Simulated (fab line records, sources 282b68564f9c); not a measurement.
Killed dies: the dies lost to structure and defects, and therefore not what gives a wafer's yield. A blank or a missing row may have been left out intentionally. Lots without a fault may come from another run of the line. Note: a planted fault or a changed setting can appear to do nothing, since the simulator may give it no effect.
Tool commonality check / flow rit cmos / Lots sampled 15, wafers sampled 45

REASON FOR OPENING
At RIT_NRETRO_TW_MEAS_10 the reading NRETRO_TW is flagged on 3 of 15 lots. Fault-free wafers read 1065, with a standard deviation of 5.6.
Rule: flag the lot when none of its wafers has a number, or when each of its wafers that has one lies beyond 4 standard deviations from that mean. The rest of the lots are taken to be sound.

lot=L626; measured=day 2 14:23; on=film metro-01; NRETRO_TW, wafer by wafer=1062 1070 1063; flag=
lot=L628; measured=day 2 22:33; on=film metro-02; NRETRO_TW, wafer by wafer=1058 1065 1065; flag=
lot=L629; measured=day 3 02:32; on=film metro-04; NRETRO_TW, wafer by wafer=1065 1070 1074; flag=
lot=L630; measured=day 3 07:04; on=film metro-02; NRETRO_TW, wafer by wafer=1064 1062 1061; flag=
lot=L632; measured=day 3 18:55; on=film metro-01; NRETRO_TW, wafer by wafer=1062 1062 1063; flag=
lot=L633; measured=day 3 22:14; on=film metro-01; NRETRO_TW, wafer by wafer=1060 1059 1061; flag=
lot=L634; measured=day 4 03:13; on=film metro-04; NRETRO_TW, wafer by wafer=1075 1074 1074; flag=
lot=L637; measured=day 5 00:08; on=film metro-02; NRETRO_TW, wafer by wafer=1064 1064 1061; flag=
lot=L641; measured=day 5 23:51; on=film metro-01; NRETRO_TW, wafer by wafer=30 30 30; flag=FLAGGED
lot=L642; measured=day 6 05:30; on=film metro-01; NRETRO_TW, wafer by wafer=30 30 30; flag=FLAGGED
lot=L643; measured=day 6 13:31; on=film metro-02; NRETRO_TW, wafer by wafer=30 30 30; flag=FLAGGED
lot=L645; measured=day 6 21:44; on=film metro-02; NRETRO_TW, wafer by wafer=1064 1069 1070; flag=
lot=L646; measured=day 6 21:58; on=film metro-01; NRETRO_TW, wafer by wafer=1074 1072 1074; flag=
lot=L647; measured=day 7 02:59; on=film metro-01; NRETRO_TW, wafer by wafer=1060 1056 1063; flag=
lot=L648; measured=day 7 03:07; on=film metro-01; NRETRO_TW, wafer by wafer=1065 1068 1060; flag=
The numbers of the flagged lots are 30 on average: -1035 against the usual, or -99 or more standard deviations.

WHICH TOOL EACH LOT WENT THROUGH
The record keeps 1 process step preceding the reading, out of 202 steps on the route. In each cell: the tool, then ch and the chambers that the sampled wafers went through, then the start.
lot=L626; flag=; RIT_PWELL_STRIP_09=plasma asher-01 ch 0,1, day 2 06:22
lot=L628; flag=; RIT_PWELL_STRIP_09=plasma asher-01 ch 0,1, day 2 14:46
lot=L629; flag=; RIT_PWELL_STRIP_09=plasma asher-04 ch 0,1, day 2 19:12
lot=L630; flag=; RIT_PWELL_STRIP_09=plasma asher-01 ch 0,1, day 2 21:30
lot=L632; flag=; RIT_PWELL_STRIP_09=plasma asher-04 ch 0,1, day 3 10:57
lot=L633; flag=; RIT_PWELL_STRIP_09=plasma asher-01 ch 0,1, day 3 13:05
lot=L634; flag=; RIT_PWELL_STRIP_09=plasma asher-01 ch 0,1, day 3 17:27
lot=L637; flag=; RIT_PWELL_STRIP_09=plasma asher-04 ch 0,1, day 4 13:52
lot=L641; flag=FLAGGED; RIT_PWELL_STRIP_09=plasma asher-01 ch 0,1, day 5 13:28
lot=L642; flag=FLAGGED; RIT_PWELL_STRIP_09=plasma asher-04 ch 0,1, day 5 18:07
lot=L643; flag=FLAGGED; RIT_PWELL_STRIP_09=plasma asher-03 ch 0,1, day 6 03:28
lot=L645; flag=; RIT_PWELL_STRIP_09=plasma asher-04 ch 0,1, day 6 12:52
lot=L646; flag=; RIT_PWELL_STRIP_09=plasma asher-03 ch 0,1, day 6 14:08
lot=L647; flag=; RIT_PWELL_STRIP_09=plasma asher-04 ch 0,1, day 6 19:47
lot=L648; flag=; RIT_PWELL_STRIP_09=plasma asher-01 ch 0,1, day 6 20:01
What is done by these steps:
- RIT_PWELL_STRIP_09: strips in O2, time 180 s.
- RIT_NRETRO_TW_MEAS_10

FLAGGED OVER TOTAL, TOOL BY TOOL (the gauges that took the reading come last)
step=RIT_PWELL_STRIP_09; tool=plasma asher-01; lots run=7; flagged=1; share of the flagged lots=some; sound lots run after its first flagged lot=1 (L648)
step=RIT_PWELL_STRIP_09; tool=plasma asher-03; lots run=2; flagged=1; share of the flagged lots=some; sound lots run after its first flagged lot=1 (L646)
step=RIT_PWELL_STRIP_09; tool=plasma asher-04; lots run=6; flagged=1; share of the flagged lots=some; sound lots run after its first flagged lot=2 (L645,L647)
step=RIT_NRETRO_TW_MEAS_10; tool=film metro-01; lots run=8; flagged=2; share of the flagged lots=some; sound lots run after its first flagged lot=3 (L646,L647,L648)
step=RIT_NRETRO_TW_MEAS_10; tool=film metro-02; lots run=5; flagged=1; share of the flagged lots=some; sound lots run after its first flagged lot=1 (L645)
step=RIT_NRETRO_TW_MEAS_10; tool=film metro-04; lots run=2; flagged=0; share of the flagged lots=none; sound lots run after its first flagged lot=-

THE TABLE: WHAT IT ALLOWS
No row of the table ran every flagged lot.

WHAT THE SIMULATOR HAD PUT IN
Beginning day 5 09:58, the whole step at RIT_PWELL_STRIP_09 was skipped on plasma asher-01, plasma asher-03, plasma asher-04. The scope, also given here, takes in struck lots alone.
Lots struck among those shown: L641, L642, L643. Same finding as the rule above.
